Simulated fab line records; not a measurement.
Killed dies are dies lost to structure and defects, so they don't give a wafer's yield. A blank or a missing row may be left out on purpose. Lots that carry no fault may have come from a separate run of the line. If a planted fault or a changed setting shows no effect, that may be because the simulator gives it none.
fab line records	flow rit_cmos
record lots=14	wafers=42	last_day=7
route steps=202 shown ACTIVE@12 PLDD@124 SILICIDE@162 CONTACT@169 M1@202
lots that met no fault: taken from a fault-free run of the same line
start_h: start of the lot's first displayed wafer, in hours after the record's first day	wait_h: hours from the lot's prior step to this one	" repeats the value in the row above	L1.1+2: one row covering several wafers at once	- either no value or no given start	* or withheld: withheld	< > ~ a bound
route shown NAME@n: a module of which the file shows steps, and the number in the route of the first	usual: mean/standard deviation taken from wafers without a fault	same: alike in all rows	chamber/n: place in a boat	sites: readings site by site	_std_site: their standard deviation	_edge_site: mean of outer sites minus mean of inner sites	radius_mm: how far each site lies from the wafer's centre	mask NAME#n: copy n	behind: the tool/chamber that last shaped the wafer	hold: reason for holding the lot/hours on hold/outcome of the hold	device: transistor that didn't switch, given as n, p or np	end of line: the route-end tests of the same wafers	step lacking rows: just its recipe	killed: at the first sort, the dies lost to defects and structure; wafer yield is something else	map: shows each die of a wafer: x if killed, . if not, _ if none is there
set.NAME: the setting the step ran with; set.NAME@STEP: the setting that earlier step ran with	model.NAME: the simulator's own value behind a step, which no gauge read
one table for each step of the route and one row for each wafer, over a sample of lots
services: a tool's chamber out of use, with start hour (start_h, from the record's first day; less than 0 if before it), hours out, and reason
## steps
# step RIT_ACTIVE_CD_MEAS_11
# recipe target_cd_nm=1400
# usual cd_nm=1399.7/2.2
lot.wafer	tool	chamber	start_h	wait_h	cd_nm
L810.1	cd_sem-02	-	15.82	-	1399.1
L810.2	"	-	"	"	1400.0
L810.5	"	-	"	"	1401.0
L811.2	cd_sem-01	-	20.29	-	1402.0
L811.3	"	-	"	"	1400.1
L811.5	"	-	"	"	1403.5
L812.1	cd_sem-01	-	25.15	-	1400.4
L812.3	"	-	"	"	1397.3
L812.5	"	-	"	"	1396.9
L813.2	cd_sem-01	-	29.46	-	1396.0
L813.3	"	-	"	"	1397.9
L813.5	"	-	"	"	1396.9
L816.2	cd_sem-01	-	44.54	-	1400.4
L816.4	"	-	"	"	1399.8
L816.6	"	-	"	"	1399.5
L817.1	cd_sem-02	-	49.56	-	1395.7
L817.4	"	-	"	"	1398.9
L817.6	"	-	"	"	1396.1
L818.2	cd_sem-02	-	54.47	-	1400.0
L818.5	"	-	"	"	1401.3
L818.6	"	-	"	"	1401.2
L821.3	cd_sem-01	-	69.48	-	1396.0
L821.5	"	-	"	"	1398.6
L821.6	"	-	"	"	1400.0
L824.2	cd_sem-01	-	84.58	-	1405.5
L824.3	"	-	"	"	1402.9
L824.5	"	-	"	"	1404.3
L826.2	cd_sem-02	-	95.51	-	1395.4
L826.4	"	-	"	"	1395.8
L826.6	"	-	"	"	1399.7
L828.2	cd_sem-01	-	104.46	-	1398.9
L828.3	"	-	"	"	1399.3
L828.4	"	-	"	"	1401.1
L830.2	cd_sem-01	-	115.29	-	1402.2
L830.3	"	-	"	"	1402.0
L830.4	"	-	"	"	1403.6
L831.2	cd_sem-02	-	119.46	-	1398.1
L831.3	"	-	"	"	1396.6
L831.4	"	-	"	"	1398.7
L833.1	cd_sem-02	-	129.44	-	1401.2
L833.2	"	-	"	"	1401.8
L833.4	"	-	"	"	1404.1
# step RIT_PLDD_TW_MEAS_10
# usual PLDD_TW=2343/18
lot.wafer	tool	chamber	start_h	wait_h	PLDD_TW
L810.1	film_metro-04	-	44.98	0.1	2356
L810.2	"	-	"	"	2344
L810.5	"	-	"	"	2358
L811.2	film_metro-01	-	49.26	0.1	2371
L811.3	"	-	"	"	2382
L811.5	"	-	"	"	2379
L812.1	film_metro-04	-	53.54	0.1	2348
L812.3	"	-	"	"	2358
L812.5	"	-	"	"	2363
L813.2	film_metro-01	-	57.93	0.1	2371
L813.3	"	-	"	"	2368
L813.5	"	-	"	"	2371
L816.2	film_metro-01	-	73.55	0.1	2357
L816.4	"	-	"	"	2358
L816.6	"	-	"	"	2346
L817.1	film_metro-03	-	77.52	0.1	2336
L817.4	"	-	"	"	2321
L817.6	"	-	"	"	2340
L818.2	film_metro-03	-	84.20	0.1	2325
L818.5	"	-	"	"	2329
L818.6	"	-	"	"	2336
L821.3	film_metro-03	-	98.54	0.1	2328
L821.5	"	-	"	"	2320
L821.6	"	-	"	"	2325
L824.2	film_metro-01	-	113.95	0.1	2351
L824.3	"	-	"	"	2362
L824.5	"	-	"	"	2366
L826.2	film_metro-03	-	123.43	0.1	2322
L826.4	"	-	"	"	2317
L826.6	"	-	"	"	2333
L828.2	film_metro-01	-	132.88	0.1	2347
L828.3	"	-	"	"	2353
L828.4	"	-	"	"	2354
L830.2	film_metro-01	-	143.88	0.1	2347
L830.3	"	-	"	"	2350
L830.4	"	-	"	"	2344
L831.2	film_metro-03	-	147.70	0.1	2330
L831.3	"	-	"	"	2330
L831.4	"	-	"	"	2331
L833.1	film_metro-01	-	158.58	0.1	2335
L833.2	"	-	"	"	2351
L833.4	"	-	"	"	2351
# step RIT_SILICIDE_SPUTTER_01
# recipe material=Ti	target_thk_nm=30	power_w=350	chamber_pressure_pa=0.667	gas=Ar	time_s=240	substrate_temp_c=25
# usual cathode_dc_power_W=350.00/0.064	throttle_valve_pct=30.0/0.75
lot.wafer	tool	chamber	start_h	wait_h	cathode_dc_power_W	throttle_valve_pct
L810.1	pvd_sputter-01	-	55.89	0.0	349.99	29.6
L810.2	"	-	"	"	350.01	28.9
L810.5	"	-	"	"	350.01	28.9
L811.2	pvd_sputter-03	-	56.24	0.0	350.03	29.8
L811.3	"	-	"	"	349.92	31.4
L811.5	"	-	"	"	350.04	30.1
L812.1	pvd_sputter-01	-	60.19	0.0	349.99	29.9
L812.3	"	-	"	"	350.03	30.3
L812.5	"	-	"	"	349.99	28.7
L813.2	pvd_sputter-04	-	64.45	0.0	350.03	29.7
L813.3	"	-	"	"	349.98	29.0
L813.5	"	-	"	"	350.04	29.1
L816.2	pvd_sputter-03	-	80.25	0.0	350.09	29.4
L816.4	"	-	"	"	350.14	30.2
L816.6	"	-	"	"	349.92	30.3
L817.1	pvd_sputter-01	-	84.13	0.0	350.08	29.0
L817.4	"	-	"	"	349.95	29.6
L817.6	"	-	"	"	350.03	31.2
L818.2	pvd_sputter-03	-	90.54	0.0	350.05	30.2
L818.5	"	-	"	"	350.17	29.7
L818.6	"	-	"	"	350.13	30.5
L821.3	pvd_sputter-01	-	104.96	0.0	350.05	30.3
L821.5	"	-	"	"	349.98	31.2
L821.6	"	-	"	"	349.90	29.7
L824.2	pvd_sputter-04	-	120.45	0.0	350.08	29.7
L824.3	"	-	"	"	350.12	30.5
L824.5	"	-	"	"	349.94	29.2
L826.2	pvd_sputter-04	-	129.81	0.0	349.95	30.0
L826.4	"	-	"	"	350.02	29.1
L826.6	"	-	"	"	350.09	30.3
L828.2	pvd_sputter-04	-	139.53	0.0	349.98	29.3
L828.3	"	-	"	"	314.40	29.9
L828.4	"	-	"	"	349.78	30.0
L830.2	pvd_sputter-04	-	150.45	0.0	350.00	29.5
L830.3	"	-	"	"	349.94	28.9
L830.4	"	-	"	"	314.36	30.4
L831.2	pvd_sputter-01	-	154.25	0.0	349.98	30.0
L831.3	"	-	"	"	350.09	31.3
L831.4	"	-	"	"	350.17	29.0
L833.1	pvd_sputter-01	-	165.15	0.0	350.04	30.2
L833.2	"	-	"	"	349.95	29.8
L833.4	"	-	"	"	349.97	31.2
# step RIT_SILICIDE_RS_MEAS_02
# recipe thk_meas_gauge=four-point-probe	reads=Ti_of_SILICIDE_SPUTTER_01
# usual SILICIDE_TI_RS=48.0/0.67
lot.wafer	tool	chamber	start_h	wait_h	SILICIDE_TI_RS[ohm/sq]
L810.1	film_metro-01	-	56.04	0.1	47.8
L810.2	"	-	"	"	48.6
L810.5	"	-	"	"	48.4
L811.2	film_metro-02	-	56.41	0.1	48.9
L811.3	"	-	"	"	47.9
L811.5	"	-	"	"	48.6
L812.1	film_metro-01	-	60.34	0.1	48.9
L812.3	"	-	"	"	49.7
L812.5	"	-	"	"	49.8
L813.2	film_metro-01	-	64.62	0.1	49.4
L813.3	"	-	"	"	48.6
L813.5	"	-	"	"	48.2
L816.2	film_metro-01	-	80.42	0.1	47.8
L816.4	"	-	"	"	47.6
L816.6	"	-	"	"	47.6
L817.1	film_metro-01	-	84.28	0.1	48.9
L817.4	"	-	"	"	48.2
L817.6	"	-	"	"	48.5
L818.2	film_metro-02	-	90.71	0.1	48.4
L818.5	"	-	"	"	48.4
L818.6	"	-	"	"	47.9
L821.3	film_metro-01	-	105.15	0.1	48.0
L821.5	"	-	"	"	47.6
L821.6	"	-	"	"	47.1
L824.2	film_metro-01	-	120.62	0.1	48.2
L824.3	"	-	"	"	47.8
L824.5	"	-	"	"	48.8
L826.2	film_metro-01	-	129.98	0.1	48.0
L826.4	"	-	"	"	47.3
L826.6	"	-	"	"	47.4
L828.2	film_metro-01	-	139.70	0.1	47.4
L828.3	"	-	"	"	54.9
L828.4	"	-	"	"	48.0
L830.2	film_metro-01	-	150.62	0.1	47.1
L830.3	"	-	"	"	47.4
L830.4	"	-	"	"	53.5
L831.2	film_metro-02	-	154.42	0.1	47.7
L831.3	"	-	"	"	47.7
L831.4	"	-	"	"	48.5
L833.1	film_metro-03	-	165.30	0.1	47.7
L833.2	"	-	"	"	47.6
L833.4	"	-	"	"	47.2
# step RIT_SILICIDE_THK_MEAS_03
# recipe thk_meas_gauge=xrf	reads=Ti_of_SILICIDE_SPUTTER_01
# usual SILICIDE_TI_THK=30.1/0.38
lot.wafer	tool	chamber	start_h	wait_h	SILICIDE_TI_THK[nm]
L810.1	film_metro-01	-	56.16	0.1	30.0
L810.2	"	-	"	"	29.6
L810.5	"	-	"	"	29.7
L811.2	film_metro-02	-	56.52	0.1	30.0
L811.3	"	-	"	"	30.3
L811.5	"	-	"	"	30.2
L812.1	film_metro-01	-	60.46	0.1	29.4
L812.3	"	-	"	"	29.1
L812.5	"	-	"	"	29.2
L813.2	film_metro-01	-	64.73	0.1	29.2
L813.3	"	-	"	"	29.7
L813.5	"	-	"	"	29.8
L816.2	film_metro-01	-	80.53	0.1	30.1
L816.4	"	-	"	"	30.2
L816.6	"	-	"	"	30.3
L817.1	film_metro-01	-	84.40	0.1	29.6
L817.4	"	-	"	"	29.8
L817.6	"	-	"	"	29.8
L818.2	film_metro-02	-	90.82	0.1	30.0
L818.5	"	-	"	"	30.0
L818.6	"	-	"	"	30.1
L821.3	film_metro-01	-	105.25	0.1	30.0
L821.5	"	-	"	"	30.2
L821.6	"	-	"	"	30.5
L824.2	film_metro-01	-	120.73	0.1	29.9
L824.3	"	-	"	"	30.1
L824.5	"	-	"	"	29.6
L826.2	film_metro-01	-	130.09	0.1	30.1
L826.4	"	-	"	"	30.5
L826.6	"	-	"	"	30.4
L828.2	film_metro-01	-	139.81	0.1	30.3
L828.3	"	-	"	"	27.0
L828.4	"	-	"	"	30.0
L830.2	film_metro-01	-	150.73	0.1	30.5
L830.3	"	-	"	"	30.2
L830.4	"	-	"	"	27.4
L831.2	film_metro-02	-	154.53	0.1	30.4
L831.3	"	-	"	"	30.4
L831.4	"	-	"	"	29.9
L833.1	film_metro-03	-	165.42	0.1	30.1
L833.2	"	-	"	"	30.3
L833.4	"	-	"	"	30.4
# step RIT_CONTACT_THK_MEAS_01
# recipe reads=SiO2_of_CONTACT_CVD_00
# usual CONTACT_TEOS_THK=401/4.7
lot.wafer	tool	chamber	start_h	wait_h	CONTACT_TEOS_THK[nm]
L810.1	film_metro-03	-	56.45	0.0	399
L810.2	"	-	"	"	396
L810.5	"	-	"	"	402
L811.2	film_metro-04	-	56.80	0.0	397
L811.3	"	-	"	"	399
L811.5	"	-	"	"	406
L812.1	film_metro-04	-	60.75	0.0	395
L812.3	"	-	"	"	398
L812.5	"	-	"	"	406
L813.2	film_metro-02	-	65.05	0.1	397
L813.3	"	-	"	"	397
L813.5	"	-	"	"	398
L816.2	film_metro-02	-	80.89	0.0	401
L816.4	"	-	"	"	404
L816.6	"	-	"	"	409
L817.1	film_metro-04	-	84.69	0.0	398
L817.4	"	-	"	"	403
L817.6	"	-	"	"	403
L818.2	film_metro-02	-	91.10	0.0	403
L818.5	"	-	"	"	403
L818.6	"	-	"	"	405
L821.3	film_metro-03	-	105.53	0.0	403
L821.5	"	-	"	"	402
L821.6	"	-	"	"	406
L824.2	film_metro-02	-	121.02	0.0	395
L824.3	"	-	"	"	395
L824.5	"	-	"	"	405
L826.2	film_metro-03	-	130.42	0.0	402
L826.4	"	-	"	"	403
L826.6	"	-	"	"	408
L828.2	film_metro-04	-	140.10	0.0	389
L828.3	"	-	"	"	400
L828.4	"	-	"	"	403
L830.2	film_metro-04	-	151.02	0.0	393
L830.3	"	-	"	"	398
L830.4	"	-	"	"	398
L831.2	film_metro-04	-	154.82	0.0	391
L831.3	"	-	"	"	394
L831.4	"	-	"	"	400
L833.1	film_metro-02	-	165.70	0.0	401
L833.2	"	-	"	"	397
L833.4	"	-	"	"	409
# step RIT_M1_PROBE_99
# usual killed_at_contacts=0.1/0.31	killed_at_front_end=7/3.1	killed_dies=7/3.1	killed_open=3.3/1.9	killed_short=3.3/2
# same gross_dies=264	killed_at_M0_to_M3=0	killed_at_M4_up=0	killed_at_back_side=0	killed_at_other=0
lot.wafer	tool	chamber	start_h	wait_h	killed_at_contacts	killed_at_front_end	killed_dies	killed_open	killed_short
L821.3	prober-01	-	112.60	0.2	0	6	6	4	2
L821.5	prober-01	-	112.70	0.2	0	12	12	6	6
L821.6	prober-01	-	112.75	0.2	0	8	8	2	6
L830.2	prober-01	-	158.61	0.1	0	7	7	5	2
L830.3	prober-01	-	158.66	0.2	0	5	5	4	1
L830.4	prober-01	-	158.71	0.2	0	8	8	2	6
L831.2	prober-01	-	161.50	0.1	0	4	4	1	3
L831.3	prober-01	-	161.55	0.2	0	6	6	5	1
L831.4	prober-01	-	161.60	0.2	0	1	1	1	0
# killed by level:class
L821.3 SPACER:geometric_particle:open=3 GATE:geometric_particle:open=1 SPACER:geometric_particle:short=1 SILICIDE:geometric_particle:short=1
L821.5 SPACER:geometric_particle:short=3 FOX1:geometric_particle:short=2 FOX1:geometric_particle:open=2 FOX2:geometric_particle:open=2 GATE:geometric_particle:open=1 GATE:geometric_particle:short=1 REOX:geometric_particle:open=1
L821.6 SPACER:geometric_particle:short=3 FOX1:geometric_particle:short=2 GATE:geometric_particle:short=1 REOX:geometric_particle:open=1 SPACER:geometric_particle:open=1
L830.2 GATE:geometric_particle:open=3 FOX1:geometric_particle:open=1 FOX1:geometric_particle:short=1 REOX:geometric_particle:short=1 SILICIDE:geometric_particle:open=1
L830.3 FOX2:geometric_particle:open=2 REOX:geometric_particle:open=1 REOX:geometric_particle:short=1 SPACER:geometric_particle:open=1
L830.4 FOX2:geometric_particle:short=3 SILICIDE:geometric_particle:short=2 FOX1:geometric_particle:open=1 GATE:geometric_particle:open=1 SPACER:geometric_particle:short=1
L831.2 FOX2:geometric_particle:short=1 GATE:geometric_particle:short=1 GATE:geometric_particle:open=1 SPACER:geometric_particle:short=1
L831.3 GATE:geometric_particle:open=3 SPACER:geometric_particle:open=2 GATE:geometric_particle:short=1
L831.4 FOX2:geometric_particle:open=1
## services
tool	chamber	start_h	hours	kind
pvd_sputter-01	-	33.97	2.4	repair
pvd_sputter-01	-	64.46	7.9	repair
pvd_sputter-03	-	94.38	10.6	repair
## key
first_sign step=RIT_SILICIDE_SPUTTER_01	reading=cathode_dc_power_W	direction=down	sigmas=99+	usual=350.00	struck=314.38
effect step=RIT_SILICIDE_RS_MEAS_02	reading=SILICIDE_TI_RS	direction=up	sigmas=9.2	usual=48.0	struck=54.2
effect step=RIT_SILICIDE_THK_MEAS_03	reading=SILICIDE_TI_THK	direction=down	sigmas=7.7	usual=30.1	struck=27.2
met_at RIT_SILICIDE_SPUTTER_01
struck_lots L828,L830
struck_wafers L828.3,L830.4
tester_left_out L828,L830
not_acting_at RIT_ACTIVE_CD_MEAS_11,RIT_PLDD_TW_MEAS_10,RIT_CONTACT_THK_MEAS_01
onset_between 120.45 139.53
fault kind=process_parameter_drift	tool=pvd_sputter-04	chamber=-	onset_h=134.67	steps=RIT_SILICIDE_SPUTTER_01	channel=power_w	offset=-35.632	shape=step	end_h=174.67	acts_in=these_recipes_only	stated=350	scope=struck_wafers_only
# tester_left_out: of these lots the tester's yield and bins aren't shown, on N5 and GAA mostly nor the transistor test; their killed dies are dies lost to structure and defects alone, not to doping, threshold or leakage, so they don't give the yield
